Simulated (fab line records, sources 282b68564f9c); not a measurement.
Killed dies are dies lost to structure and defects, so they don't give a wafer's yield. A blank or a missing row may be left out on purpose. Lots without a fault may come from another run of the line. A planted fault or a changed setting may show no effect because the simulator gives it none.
Problem report in the 8D (eight disciplines) form, filled by code | flow rit_cmos | the parts of the form that need people (team, actions taken, sign-off) are left out

1. THE PROBLEM
killed_at_contacts at RIT_M1_PROBE_99 reads a mean of 18.0 on 1 wafer of 1 lot; wafers without a fault read 0.1 with a standard deviation of 0.24. That is +75 standard deviations from the usual mean.
First seen on wafer L477.2, day 6 18:44, on prober-02. The record holds 12 wafers of 4 lots with a number at this step. Rule for "out", or "out of limits": more than 4 standard deviations from the usual mean. The other wafers with a number count as sound.

2. WHAT IT IS AND WHAT IT IS NOT
question                    | is                              | is not
which readings at this step | killed_at_contacts, killed_dies | killed_at_M0_to_M3, killed_at_front_end, killed_open, killed_short
which lots                  | L477                            | L468, L479, L481
which wafers of those lots  | L477.2                          | L477.1, L477.5
read on which tools         | prober-02                       | prober-01
when                        | from day 6 18:44                | up to then (4 sound wafers); but 7 sound wafers of L477, L479, L481 came after

3. SUSPECTS, AND WHAT RULES EACH OUT
Counting: a tool at a process step up to the reading stays a suspect if it ran every lot that is out. Sound lots after the first of them don't rule it out here, since some wafers of a struck lot are sound.
- pecvd-04 at RIT_CONTACT_CVD_00 (deposits SiO2 from TEOS, target thk 400 nm, time 61 s): kept. It ran the lot that is out, L477 (day 6 09:49); its last sound lot up to then is L468 (day 4 12:02).
- prober-02 at RIT_M1_PROBE_99: kept. It ran the lot that is out, L477 (day 6 18:41). Its own readings are out on those wafers: killed_at_contacts, killed_dies.
- Within pecvd-04 at RIT_CONTACT_CVD_00: the wafers that are out ran in chamber 0; their sound lot-mates ran in chamber 1.
Left after counting: pecvd-04 at RIT_CONTACT_CVD_00, prober-02 at RIT_M1_PROBE_99.

4. THE CAUSE (what the simulator had put in)
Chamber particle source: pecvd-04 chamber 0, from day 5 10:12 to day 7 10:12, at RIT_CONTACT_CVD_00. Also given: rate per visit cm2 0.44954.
Counting left 2 suspects, and this tool is among them.

5. THE CHAIN OF EFFECTS, in route order
Each row: a reading whose mean over the struck wafers that have a number lies more than 3 standard deviations from the usual. Only readings for which the record gives a usual standard deviation are gone through. hours: the time from each lot's start at the first step in this table that gives one to its start at this step, as a median over the lots. sigmas: the change in usual standard deviations.
hours | step            | reading            | usual | on struck wafers | change | sigmas
0     | RIT_M1_PROBE_99 | killed_at_contacts | 0.1   | 18.0             | +17.9  | +75
0     | RIT_M1_PROBE_99 | killed_dies        | 7.2   | 23.0             | +15.8  | +5.3
The process steps in it:
- RIT_M1_PROBE_99

6. WHAT WOULD HAVE CAUGHT IT SOONER
In this record the first reading out of limits was taken at day 6 18:44, 33 hours after the fault began at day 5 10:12.
Of the tool readings at RIT_CONTACT_CVD_00 for which the record gives a usual standard deviation, none was out on any struck wafer, so an alarm limit of 4 standard deviations on them would not have fired.
All the lots that are out (1) had begun RIT_CONTACT_CVD_00 on pecvd-04 by day 6 18:44. A hold on the tool at that time would have spared none of them.
